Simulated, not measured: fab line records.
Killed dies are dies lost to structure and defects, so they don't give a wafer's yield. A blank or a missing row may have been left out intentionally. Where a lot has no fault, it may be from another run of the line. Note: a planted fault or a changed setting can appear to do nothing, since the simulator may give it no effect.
fab line records	flow rit-cmos
[record] lots = 5	wafers = 15	last-day = 6
route steps=202 shown CONTACT@171 M1@184
lots untouched by any fault: they come from a run of this same line in which no faults occurred
start-h: hours from the record's first day to the start of the lot's first wafer shown	wait-h: hours elapsed since this lot's preceding step	" the same as in the row above	L1.1+2: several wafers, shown together as one row	- either no value or no given start	* or withheld: withheld	< > ~ a bound
route shown NAME@n: names a module that has steps shown in the file, with the first one's number in the route	usual: mean/standard deviation taken from wafers without a fault	same: alike in all rows	chamber/n: place in a boat	sites: readings site by site	_std_site: how widely they spread, as a standard deviation	_edge_site: outer sites' mean less inner sites'	radius-mm: how far each site lies from the wafer's centre	mask NAME#n: copy n	behind: the tool/chamber that last shaped the wafer	hold: why the lot was held/for how many hours/how that ended	device: which transistor (n, p or np) failed to switch	end of line: the same wafers' tests at the end of the route	for a step that has no rows: nothing shown but its recipe	killed: not the wafer's yield, but the dies lost to structure and defects at the first sort	map: the dies of a wafer, with x for killed, . for not killed, _ for no die there
set.NAME: setting as actually run; set.NAME@STEP: the setting as run at that earlier step	model.NAME: the simulator's own value behind a step, which no gauge read
lots seen at some steps along the route; tables by step, rows by wafer
services: from which hour (start-h, from the record's first day; less than 0 if before it) a tool's chamber was out of use, for how many hours, and why
[[steps]]
[step RIT_CONTACT_COAT_03]
[recipe] resist = NOVOLAK	spin-rpm = 3250	resist-thk-nm = 1000
[step RIT_CONTACT_SOFTBAKE_04]
[recipe] resist = NOVOLAK	temp-c = 90	time-s = 60
[step RIT_CONTACT_EXPOSE_05]
[recipe] mask-id = M11	na = 0.6	source-shape = conventional	sigma-outer = 0.5	target-cd-nm = 1000	dose-mj = 250
[step RIT_CONTACT_PEB_06]
[recipe] resist = NOVOLAK	temp-c = withheld	time-s = withheld
[step RIT_CONTACT_DEVELOP_07]
[recipe] resist = NOVOLAK	develop-time-s = 120	dev-temp-c = 23
[step RIT_CONTACT_CD_MEAS_08]
[recipe] target-cd-nm = 1000
[usual] cd-nm = 1000.0/2.1
lot.wafer	tool	chamber	start-h	wait-h	cd-nm
L758.1	cd-sem-01	-	92.63	-	999.2
L758.2	"	-	"	"	998.9
L758.4	"	-	"	"	1001.6
L763.1	cd-sem-02	-	116.55	-	1004.0
L763.4	"	-	"	"	1002.8
L763.5	"	-	"	"	1001.4
L764.1	cd-sem-02	-	122.17	-	999.3
L764.2	"	-	"	"	998.2
L764.4	"	-	"	"	1001.6
L765.1	cd-sem-01	-	127.16	-	998.7
L765.3	"	-	"	"	1000.5
L765.5	"	-	"	"	998.8
L768.1	cd-sem-02	-	141.58	-	998.7
L768.2	"	-	"	"	998.2
L768.4	"	-	"	"	998.8
[step RIT_CONTACT_OVL_MEAS_09]
[usual] CONTACT_OVL = -1.9/1.5
lot.wafer	tool	chamber	start-h	wait-h	CONTACT_OVL[nm]
L758.1	overlay-01	-	92.75	0.1	-4.3
L758.2	"	-	"	"	-2.4
L758.4	"	-	"	"	-1.3
L763.1	overlay-02	-	116.67	0.1	-2.8
L763.4	"	-	"	"	-2.6
L763.5	"	-	"	"	-3.7
L764.1	overlay-01	-	122.29	0.1	-1.1
L764.2	"	-	"	"	-0.2
L764.4	"	-	"	"	-1.6
L765.1	overlay-02	-	127.28	0.1	-1.3
L765.3	"	-	"	"	-1.0
L765.5	"	-	"	"	-2.4
L768.1	overlay-02	-	141.70	0.1	-2.0
L768.2	"	-	"	"	-1.0
L768.4	"	-	"	"	-1.8
[step RIT_CONTACT_HARDBAKE_10]
[recipe] resist = NOVOLAK	temp-c = 140	time-s = 60
[step RIT_CONTACT_ETCH_11]
[recipe] target-depth-a = 4800	over-etch-frac = 0.2	stop-on = TiSi2	chemistry = CHF3/CF4/Ar	target = SiO2	CHF3_flow_sccm = 50	cf4-flow-sccm = 10	Ar_flow_sccm = 100	O2_flow_sccm = 5	pressure-mtorr = 100	rf-w = 200	time-s = 320
[usual] drypump-motor-current-A = 5.9/0.45	mfc-ar-sccm = 100.0/0.32	oes-product-au = 0.985/0.016	throttle-valve-pct = 8.82/0.1
lot.wafer	tool	chamber	start-h	wait-h	drypump-motor-current-A	mfc-ar-sccm	oes-product-au	rf-hours-counter-h	throttle-valve-pct
L758.1	rie-diel-04	3	92.93	0.1	6.1	100.2	0.981	136	8.80
L758.2	"	2	"	"	6.6	99.9	0.983	106	8.72
L758.4	"	1	"	"	5.4	99.7	0.987	-	8.76
L763.1	rie-diel-01	1	117.01	0.1	5.7	100.1	1.005	6	8.80
L763.4	"	2	"	"	5.5	99.6	1.004	8	8.76
L763.5	"	3	"	"	5.1	100.2	0.961	-	8.92
L764.1	rie-diel-04	2	122.47	0.1	6.6	100.2	0.997	107	8.74
L764.2	"	3	"	"	6.1	100.4	0.992	137	8.81
L764.4	"	2	"	"	6.6	100.0	0.987	-	8.72
L765.1	rie-diel-03	3	127.47	0.1	6.2	99.6	0.969	139	9.02
L765.3	"	0	"	"	6.1	100.5	0.957	13	8.90
L765.5	"	0	"	"	6.1	100.3	0.969	-	8.91
L768.1	rie-diel-04	3	141.89	0.1	6.1	99.8	0.991	137	8.79
L768.2	"	1	"	"	5.3	99.8	0.990	59	8.77
L768.4	"	1	"	"	5.4	99.8	0.986	-	8.78
[step RIT_CONTACT_STRIP_12]
[recipe] chemistry = O2	time-s = 180	resist = NOVOLAK	platen-temp-c = withheld	power-w = 500	pressure-mtorr = 4000	o2-flow-sccm = 4000
[usual] drypump-motor-current-A = 5.5/0.58
lot.wafer	tool	chamber	start-h	wait-h	drypump-motor-current-A	rf-hours-counter-h
L758.1	plasma-asher-02	1	93.13	0.1	6.6	45
L758.2	"	0	"	"	5.3	45
L758.4	"	0	"	"	5.2	-
L763.1	plasma-asher-01	1	117.20	0.1	5.3	47
L763.4	"	1	"	"	5.3	-
L763.5	"	0	"	"	5.2	-
L764.1	plasma-asher-01	0	122.67	0.1	5.2	48
L764.2	"	1	"	"	5.3	48
L764.4	"	1	"	"	5.3	-
L765.1	plasma-asher-02	1	127.67	0.1	6.6	49
L765.3	"	0	"	"	5.2	-
L765.5	"	0	"	"	5.3	-
L768.1	plasma-asher-02	1	142.08	0.1	6.6	51
L768.2	"	0	"	"	5.3	51
L768.4	"	1	"	"	6.6	-
[step RIT_CONTACT_CD_MEAS_90]
[recipe] target-cd-nm = 1000
[usual] cd-nm = 1000.0/2.1
lot.wafer	tool	chamber	start-h	wait-h	cd-nm
L758.1	cd-sem-02	-	93.30	0.1	998.9
L758.2	"	-	"	"	999.0
L758.4	"	-	"	"	1001.8
L763.1	cd-sem-01	-	117.38	0.1	1002.6
L763.4	"	-	"	"	1002.9
L763.5	"	-	"	"	1001.2
L764.1	cd-sem-01	-	122.84	0.1	999.6
L764.2	"	-	"	"	998.7
L764.4	"	-	"	"	1000.8
L765.1	cd-sem-01	-	127.84	0.1	998.0
L765.3	"	-	"	"	1000.8
L765.5	"	-	"	"	998.6
L768.1	cd-sem-02	-	142.26	0.1	998.3
L768.2	"	-	"	"	998.4
L768.4	"	-	"	"	998.9
[step RIT_CONTACT_CLEAN_13]
[recipe] chemistry = SC1	mix = 3:3:50	time-s = 600	temp-c = 75
[step RIT_CONTACT_CLEAN_14]
[recipe] chemistry = SC2	mix = 3:3:50	time-s = 600	temp-c = 75	dry = n2-spin
lot.wafer	tool	chamber	start-h	wait-h
L758.1+2+4	wet-bench-03	3	93.60	0.0
L763.1+4+5	wet-bench-01	0	117.67	0.0
L764.1+2+4	wet-bench-04	1	123.14	0.0
L765.1+3+5	wet-bench-04	3	128.14	0.0
L768.1+2+4	wet-bench-01	2	142.57	0.0
[step RIT_M1_SPUTTER_00]
[recipe] material = Al	target-thk-nm = 400	power-w = 2000	chamber-pressure-pa = 0.4	gas = Ar	time-s = 500	substrate-temp-c = 25
[usual] throttle-valve-pct = 30.9/1.1
lot.wafer	tool	chamber	start-h	wait-h	throttle-valve-pct
L758.1	pvd-sputter-04	-	93.79	0.0	30.8
L758.2	"	-	"	"	32.8
L758.4	"	-	"	"	32.3
L763.1	pvd-sputter-02	-	117.85	0.0	30.6
L763.4	"	-	"	"	30.7
L763.5	"	-	"	"	30.8
L764.1	pvd-sputter-04	-	123.31	0.0	30.7
L764.2	"	-	"	"	32.6
L764.4	"	-	"	"	32.4
L765.1	pvd-sputter-02	-	128.31	0.0	30.7
L765.3	"	-	"	"	31.1
L765.5	"	-	"	"	31.2
L768.1	pvd-sputter-04	-	142.75	0.0	32.3
L768.2	"	-	"	"	31.1
L768.4	"	-	"	"	32.7
[step RIT_M1_RS_MEAS_01]
[recipe] thk-meas-gauge = four-point-probe	reads = Al_of_M1_SPUTTER_00
[usual] M1_AL_RS = 0.0731/0.00071
lot.wafer	tool	chamber	start-h	wait-h	M1_AL_RS[ohm/sq]
L758.1	film-metro-02	-	94.08	0.1	0.0727
L758.2	"	-	"	"	0.0726
L758.4	"	-	"	"	0.0730
L763.1	film-metro-04	-	118.14	0.1	0.0740
L763.4	"	-	"	"	0.0733
L763.5	"	-	"	"	0.0729
L764.1	film-metro-02	-	123.61	0.1	0.0741
L764.2	"	-	"	"	0.0728
L764.4	"	-	"	"	0.0738
L765.1	film-metro-02	-	128.60	0.1	0.0723
L765.3	"	-	"	"	0.0727
L765.5	"	-	"	"	0.0724
L768.1	film-metro-01	-	143.04	0.1	0.0730
L768.2	"	-	"	"	0.0727
L768.4	"	-	"	"	0.0724
[step RIT_M1_THK_MEAS_02]
[recipe] thk-meas-gauge = xrf	reads = Al_of_M1_SPUTTER_00
[usual] M1_AL_THK = 404/3.9
lot.wafer	tool	chamber	start-h	wait-h	M1_AL_THK[nm]
L758.1	film-metro-02	-	94.20	0.1	404
L758.2	"	-	"	"	407
L758.4	"	-	"	"	401
L763.1	film-metro-04	-	118.26	0.1	400
L763.4	"	-	"	"	404
L763.5	"	-	"	"	406
L764.1	film-metro-02	-	123.73	0.1	398
L764.2	"	-	"	"	405
L764.4	"	-	"	"	401
L765.1	film-metro-02	-	128.72	0.1	407
L765.3	"	-	"	"	410
L765.5	"	-	"	"	410
L768.1	film-metro-01	-	143.16	0.1	402
L768.2	"	-	"	"	406
L768.4	"	-	"	"	409
[step RIT_M1_HMDS_03]
[recipe] prime-time-s = 60	prime-temp-c = 140
[step RIT_M1_COAT_04]
[recipe] resist = NOVOLAK	spin-rpm = 2000	resist-thk-nm = 1300
[step RIT_M1_SOFTBAKE_05]
[recipe] resist = NOVOLAK	temp-c = 90	time-s = 60
[step RIT_M1_EXPOSE_06]
[recipe] mask-id = M12	na = 0.6	source-shape = conventional	sigma-outer = 0.5	target-cd-nm = 2600	dose-mj = 250
[step RIT_M1_PEB_07]
[recipe] resist = NOVOLAK	temp-c = withheld	time-s = withheld
[step RIT_M1_DEVELOP_08]
[recipe] resist = NOVOLAK	develop-time-s = 68	dev-temp-c = 23
[step RIT_M1_CD_MEAS_09]
[recipe] target-cd-nm = 2600
[usual] cd-nm = 2599.6/2
lot.wafer	tool	chamber	start-h	wait-h	cd-nm
L758.1	cd-sem-01	-	95.18	-	2600.3
L758.2	"	-	"	"	2597.4
L758.4	"	-	"	"	2597.7
L763.1	cd-sem-02	-	119.20	-	2599.3
L763.4	"	-	"	"	2599.6
L763.5	"	-	"	"	2599.7
L764.1	cd-sem-02	-	124.79	-	2598.8
L764.2	"	-	"	"	2600.2
L764.4	"	-	"	"	2601.6
L765.1	cd-sem-01	-	129.71	-	2599.6
L765.3	"	-	"	"	2600.1
L765.5	"	-	"	"	2598.5
L768.1	cd-sem-01	-	144.42	-	2602.4
L768.2	"	-	"	"	2600.7
L768.4	"	-	"	"	2601.9
[step RIT_M1_OVL_MEAS_10]
[usual] M1_OVL = 1.5/1.2
lot.wafer	tool	chamber	start-h	wait-h	M1_OVL[nm]
L758.1	overlay-02	-	95.30	0.1	-1.2
L758.2	"	-	"	"	0.0
L758.4	"	-	"	"	1.6
L763.1	overlay-01	-	119.32	0.1	2.1
L763.4	"	-	"	"	2.3
L763.5	"	-	"	"	1.4
L764.1	overlay-01	-	124.91	0.1	0.0
L764.2	"	-	"	"	-0.1
L764.4	"	-	"	"	-0.6
L765.1	overlay-02	-	129.83	0.1	1.6
L765.3	"	-	"	"	1.7
L765.5	"	-	"	"	1.3
L768.1	overlay-01	-	144.54	0.1	1.8
L768.2	"	-	"	"	1.5
L768.4	"	-	"	"	1.5
[step RIT_M1_HARDBAKE_11]
[recipe] resist = NOVOLAK	temp-c = 140	time-s = 120
[step RIT_M1_METAL_ETCH_12]
[recipe] stop-on = SiO2	chemistry = Cl2/BCl3	target = Al	time-s = 165	over-etch-frac = 0.5	pressure-mtorr = 100	target-depth-a = 6000	rf-w = 250	Cl2_flow_sccm = 60	bcl3-flow-sccm = 50
[usual] bcl3-flow-sccm = 50.00/0.14	drypump-motor-current-A = 5.9/0.35	oes-product-au = 0.778/0.0075	throttle-valve-pct = 8.33/0.1
lot.wafer	tool	chamber	start-h	wait-h	bcl3-flow-sccm	drypump-motor-current-A	oes-product-au	rf-hours-counter-h	throttle-valve-pct
L758.1	rie-metal-03	0	95.60	0.2	50.09	5.7	0.780	38	8.21
L758.2	"	1	"	"	49.87	6.3	0.779	32	8.22
L758.4	"	1	"	"	49.95	6.3	0.774	-	8.23
L763.1	rie-metal-04	0	119.61	0.2	50.12	5.2	0.768	4	8.32
L763.4	"	1	"	"	49.88	6.3	0.785	-	8.36
L763.5	"	1	"	"	50.19	6.3	0.780	-	8.37
L764.1	rie-metal-03	1	125.20	0.2	50.17	6.3	0.765	32	8.22
L764.2	"	0	"	"	49.96	5.7	0.770	39	8.21
L764.4	"	1	"	"	50.04	6.3	0.764	-	8.22
L765.1	rie-metal-02	0	130.12	0.2	49.98	5.7	0.783	3	8.51
L765.3	"	0	"	"	50.02	5.7	0.790	-	8.51
L765.5	"	0	"	"	49.97	5.7	0.782	-	8.49
L768.1	rie-metal-02	1	144.82	0.2	49.97	6.0	0.778	3	8.31
L768.2	"	0	"	"	49.89	5.7	0.783	3	8.51
L768.4	"	0	"	"	49.90	5.7	0.783	-	8.51
[step RIT_M1_STRIP_13]
[recipe] chemistry = nmp	resist = NOVOLAK	temp-c = 80	time-s = 600	dry = n2-spin
[step RIT_M1_STRIP_14]
[recipe] chemistry = O2	time-s = 180	platen-temp-c = withheld	power-w = 500	pressure-mtorr = 4000	o2-flow-sccm = 4000
[usual] drypump-motor-current-A = 5.3/0.35
lot.wafer	tool	chamber	start-h	wait-h	drypump-motor-current-A	rf-hours-counter-h
L758.1	plasma-asher-01	1	95.93	0.0	5.3	44
L758.2	"	0	"	"	5.2	44
L758.4	"	1	"	"	5.3	-
L763.1	plasma-asher-04	0	119.95	0.0	5.7	35
L763.4	"	1	"	"	4.7	-
L763.5	"	0	"	"	5.7	-
L764.1	plasma-asher-03	1	125.53	0.0	5.6	1
L764.2	"	0	"	"	5.6	1
L764.4	"	1	"	"	5.6	-
L765.1	plasma-asher-04	1	130.46	0.0	4.7	36
L765.3	"	1	"	"	4.7	-
L765.5	"	0	"	"	5.7	-
L768.1	plasma-asher-01	0	145.16	0.0	5.3	50
L768.2	"	1	"	"	5.3	50
L768.4	"	0	"	"	5.2	-
[step RIT_M1_CD_MEAS_90]
[recipe] target-cd-nm = 2600
[usual] cd-nm = 2599.8/2.4
lot.wafer	tool	chamber	start-h	wait-h	cd-nm
L758.1	cd-sem-02	-	96.11	0.1	2599.8
L758.2	"	-	"	"	2600.6
L758.4	"	-	"	"	2599.5
L763.1	cd-sem-02	-	120.12	0.1	2598.3
L763.4	"	-	"	"	2598.4
L763.5	"	-	"	"	2597.6
L764.1	cd-sem-02	-	125.71	0.1	2602.7
L764.2	"	-	"	"	2600.1
L764.4	"	-	"	"	2605.7
L765.1	cd-sem-01	-	130.63	0.1	2596.9
L765.3	"	-	"	"	2598.6
L765.5	"	-	"	"	2596.2
L768.1	cd-sem-02	-	145.33	0.1	2602.9
L768.2	"	-	"	"	2598.1
L768.4	"	-	"	"	2599.6
[step RIT_M1_ANNEAL_15]
[recipe] temp-c = 450	time-s = 1800	ambient = forming_gas_H2N2
[step RIT_M1_BOW_MEAS_16]
[recipe] mode = bow
[usual] M1_BOW = 15/6
lot.wafer	tool	chamber	start-h	wait-h	M1_BOW[um]
L758.1	film-metro-01	-	97.73	0.0	11
L758.2	"	-	"	"	17
L758.4	"	-	"	"	13
L763.1	film-metro-01	-	121.74	0.0	12
L763.4	"	-	"	"	6
L763.5	"	-	"	"	22
L764.1	film-metro-02	-	127.33	0.0	24
L764.2	"	-	"	"	16
L764.4	"	-	"	"	7
L765.1	film-metro-02	-	132.25	0.0	12
L765.3	"	-	"	"	17
L765.5	"	-	"	"	12
L768.1	film-metro-04	-	146.95	0.0	19
L768.2	"	-	"	"	3
L768.4	"	-	"	"	10
[step RIT_M1_PROBE_99]
[usual] killed_at_M0_to_M3 = 0.0/0.14	killed-at-contacts = 0.1/0.36	killed-at-front-end = 7/3.4	killed-dies = 7/3.4	killed-on-rim = 2.0/1.5	killed-open = 3.3/2	killed-short = 3.8/2.4
[same] gross-dies = 264	killed_at_M4_up = 0	killed-at-back-side = 0	killed-at-other = 0
lot.wafer	tool	chamber	start-h	wait-h	killed_at_M0_to_M3	killed-at-contacts	killed-at-front-end	killed-dies	killed-on-rim	killed-open	killed-short
L758.1	prober-02	-	97.85	0.1	0	37	4	41	8	1	3
L758.2	prober-02	-	97.90	0.1	0	37	11	48	10	6	5
L758.4	prober-02	-	98.00	0.2	0	36	5	41	8	2	3
L763.1	prober-01	-	121.86	0.1	0	0	2	2	0	2	0
L763.4	prober-01	-	122.01	0.2	0	1	8	9	1	3	6
L763.5	prober-01	-	122.06	0.2	0	0	13	13	3	5	8
L764.1	prober-02	-	127.45	0.1	0	0	5	5	2	3	2
L764.2	prober-02	-	127.50	0.1	1	0	10	11	2	3	7
L764.4	prober-02	-	127.60	0.2	0	0	9	9	2	6	3
L765.1	prober-01	-	132.37	0.1	0	0	10	10	5	2	8
L765.3	prober-01	-	132.47	0.2	0	0	6	6	0	4	2
L765.5	prober-01	-	132.57	0.2	0	1	17	18	4	8	9
L768.1	prober-02	-	147.07	0.1	0	0	11	11	6	4	7
L768.2	prober-02	-	147.12	0.1	0	0	8	8	1	5	3
L768.4	prober-02	-	147.22	0.2	0	0	17	17	4	7	10
// killed by level:class
L758.1 CONTACT:unspecified=37 FOX1:geometric-particle:short=1 REOX:geometric-particle:short=1 SPACER:geometric-particle:open=1 SPACER:geometric-particle:short=1
L758.2 CONTACT:unspecified=37 GATE:geometric-particle:short=3 GATE:geometric-particle:open=3 REOX:geometric-particle:short=2 FOX1:geometric-particle:open=1 FOX2:geometric-particle:open=1 SPACER:geometric-particle:open=1
L758.4 CONTACT:unspecified=36 REOX:geometric-particle:short=2 REOX:geometric-particle:open=1 SPACER:geometric-particle:open=1 SPACER:geometric-particle:short=1
L763.1 GATE:geometric-particle:open=1 SPACER:geometric-particle:open=1
L763.4 SILICIDE:geometric-particle:short=3 GATE:geometric-particle:open=2 FOX1:geometric-particle:open=1 GATE:geometric-particle:short=1 REOX:geometric-particle:short=1 CONTACT:geometric-particle:short=1
L763.5 GATE:geometric-particle:short=2 SPACER:geometric-particle:open=2 SILICIDE:geometric-particle:short=2 FOX1:geometric-particle:short=1 FOX2:geometric-particle:open=1 FOX2:geometric-particle:short=1 GATE:geometric-particle:open=1 REOX:geometric-particle:short=1
L764.1 GATE:geometric-particle:open=2 ACTIVE:geometric-particle:open=1 REOX:geometric-particle:short=1 SPACER:geometric-particle:short=1
L764.2 FOX2:geometric-particle:short=4 GATE:geometric-particle:open=2 REOX:geometric-particle:short=2 GATE:geometric-particle:short=1 REOX:geometric-particle:open=1 M1:coat-microbubble-printed=1
L764.4 GATE:geometric-particle:open=6 GATE:geometric-particle:short=2 REOX:geometric-particle:short=1
L765.1 REOX:geometric-particle:short=3 FOX1:geometric-particle:short=2 GATE:geometric-particle:short=2 FOX1:geometric-particle:open=1 REOX:geometric-particle:open=1 SILICIDE:geometric-particle:short=1
L765.3 FOX1:geometric-particle:short=2 SILICIDE:geometric-particle:open=2 FOX1:geometric-particle:open=1 GATE:geometric-particle:open=1
L765.5 GATE:geometric-particle:short=5 GATE:geometric-particle:open=3 REOX:geometric-particle:short=2 SPACER:geometric-particle:open=2 FOX2:geometric-particle:open=1 REOX:geometric-particle:open=1 SPACER:geometric-particle:short=1 SILICIDE:geometric-particle:open=1
L768.1 FOX1:geometric-particle:short=4 GATE:geometric-particle:short=3 GATE:geometric-particle:open=3 SPACER:geometric-particle:open=1
L768.2 GATE:geometric-particle:short=3 GATE:geometric-particle:open=3 FOX2:geometric-particle:open=1 SILICIDE:geometric-particle:open=1
L768.4 GATE:geometric-particle:short=6 GATE:geometric-particle:open=4 FOX1:geometric-particle:short=3 FOX1:geometric-particle:open=1 REOX:geometric-particle:short=1 SPACER:geometric-particle:open=1 SILICIDE:geometric-particle:open=1
// map L758.2 (x killed, . not)
________......._______
_____........xxxx.____
____..x.x.x.xxxxxxx___
___.........xxxxxxxx__
__..........xxxxxxx.._
__....x......xxxxx..._
_............xxxx.x...
_.............x.......
_.....................
_.....................
__.........x....x...._
__........x.....x...._
___.x...............__
____x..............___
_____.............____
________....x.._______
// map L764.2 (x killed, . not)
________......._______
_____.............____
____...............___
___.....x...........__
__.......x.........x._
__..................._
_..............x......
_................x....
_.........x...........
_...........x..x......
__x.......x.........._
__..................._
___.................__
____..x............___
_____.............____
________......._______
[[services]]
tool	chamber	start-h	hours	kind
rie-diel-03	2	70.65	23.3	repair
pvd-sputter-02	-	87.69	9.4	repair
plasma-asher-03	-	108.75	9.0	pm
plasma-asher-03	0	108.75	9.0	vent-cycle
plasma-asher-03	1	108.75	9.0	vent-cycle
rie-diel-04	0	112.06	-	clean
rie-diel-04	0	112.06	14.5	scheduled-down
rie-diel-04	0	112.06	14.5	vent-cycle
plasma-asher-03	0	117.75	-	clean
plasma-asher-03	1	117.75	-	clean
rie-metal-04	-	132.13	15.6	pm
rie-metal-03	-	136.12	20.0	pm
rie-metal-03	0	136.12	20.0	vent-cycle
rie-metal-03	1	136.12	20.0	vent-cycle
plasma-asher-03	-	137.99	23.6	repair
rie-diel-04	0	139.15	9.6	repair
rie-metal-03	0	144.06	9.5	repair
[[key]]
[first-sign] step = RIT_M1_PROBE_99	reading = killed-at-contacts	direction = up	sigmas = 37	usual = 0.1	struck = 36.7
[effect] step = RIT_M1_PROBE_99	reading = killed-dies	direction = up	sigmas = 11	usual = 7	struck = 43
met-at RIT_CONTACT_CLEAN_14
struck-wafers L758.1,L758.2,L758.4
tester-left-out L758
[fault] kind = chamber-particle-source	tool = wet-bench-03	chamber = 3	onset-h = 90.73	steps = RIT_CONTACT_CLEAN_14	rate-per-visit-cm2 = 1.9984	end-h = 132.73
// tester-left-out: of these lots the tester's yield and bins aren't shown, on N5 and GAA mostly nor the transistor test; their killed dies are dies lost to structure and defects alone, not to doping, threshold or leakage, so they don't give the yield
